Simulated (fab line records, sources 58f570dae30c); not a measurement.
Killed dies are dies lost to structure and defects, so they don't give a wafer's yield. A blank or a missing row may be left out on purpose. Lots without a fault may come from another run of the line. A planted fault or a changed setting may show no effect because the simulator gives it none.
Problem report in the 8D (eight disciplines) form, filled by code | flow berkeley_cmos170 | the parts of the form that need people (team, actions taken, sign-off) are left out

1. THE PROBLEM
NLDD_OVL at UCB170_NLDD_OVL_MEAS_07 reads a mean of 180 nm on 12 wafers of 4 lots; wafers without a fault read -1 nm with a standard deviation of 6. That is +30 standard deviations from the usual mean.
First seen on wafer L338.1, day 9 17:16, on overlay-01. The record holds 48 wafers of 16 lots with a number at this step. Rule for "out", or "out of limits": more than 4 standard deviations from the usual mean. The other wafers with a number count as sound.

2. WHAT IT IS AND WHAT IT IS NOT
question                    | is                     | is not
which readings at this step | NLDD_OVL               | -
which lots                  | L338, L339, L341, L342 | L327, L328, L329, L330, L331, L332, L333, L336, L337, L340, L343, L344
which wafers of those lots  | all that have a number | -
read on which gauges        | overlay-01             | overlay-02
when                        | from day 9 17:16       | up to then (27 sound wafers); but 9 sound wafers of L340, L343, L344 came after

3. SUSPECTS, AND WHAT RULES EACH OUT
Counting: a tool at a process step up to the reading stays a suspect if it ran every lot that is out and no sound lot after the first of them.
- the gauge at UCB170_NLDD_OVL_MEAS_07: kept. All the wafers that are out were read on overlay-01, and no step on other tools shows them out.
- krf_scanner-01 at UCB170_NLDD_EXPOSE_03 (exposes mask NSELECT, target cd 1200 nm): kept. It ran every lot that is out, first L338 (day 9 15:51), and no sound lot after that; its last sound lot up to then is L337 (day 9 15:25).
Left after counting: krf_scanner-01 at UCB170_NLDD_EXPOSE_03, overlay-01 at UCB170_NLDD_OVL_MEAS_07.

4. THE CAUSE (what the simulator had put in)
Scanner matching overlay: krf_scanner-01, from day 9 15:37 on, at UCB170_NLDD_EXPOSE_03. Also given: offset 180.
Counting left 2 suspects, and this tool is among them.

5. THE CHAIN OF EFFECTS, in route order
Each row: a reading whose mean over the struck wafers that have a number lies more than 3 standard deviations from the usual. Only readings for which the record gives a usual standard deviation are gone through. hours: the time from each lot's start at the first step in this table that gives one to its start at this step, as a median over the lots. sigmas: the change in usual standard deviations.
hours | step                    | reading  | usual | on struck wafers | change | sigmas
0     | UCB170_NLDD_OVL_MEAS_07 | NLDD_OVL | -1 nm | 180              | +181   | +30

6. WHAT WOULD HAVE CAUGHT IT SOONER
In this record the first reading out of limits at a measuring or inspecting step was taken at day 9 17:16, 2 hours after the fault began at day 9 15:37.
Of the lots that are out (4), L342, L341 began UCB170_NLDD_EXPOSE_03 on krf_scanner-01 after day 9 17:16. A hold on the tool at that time would have spared those 2.
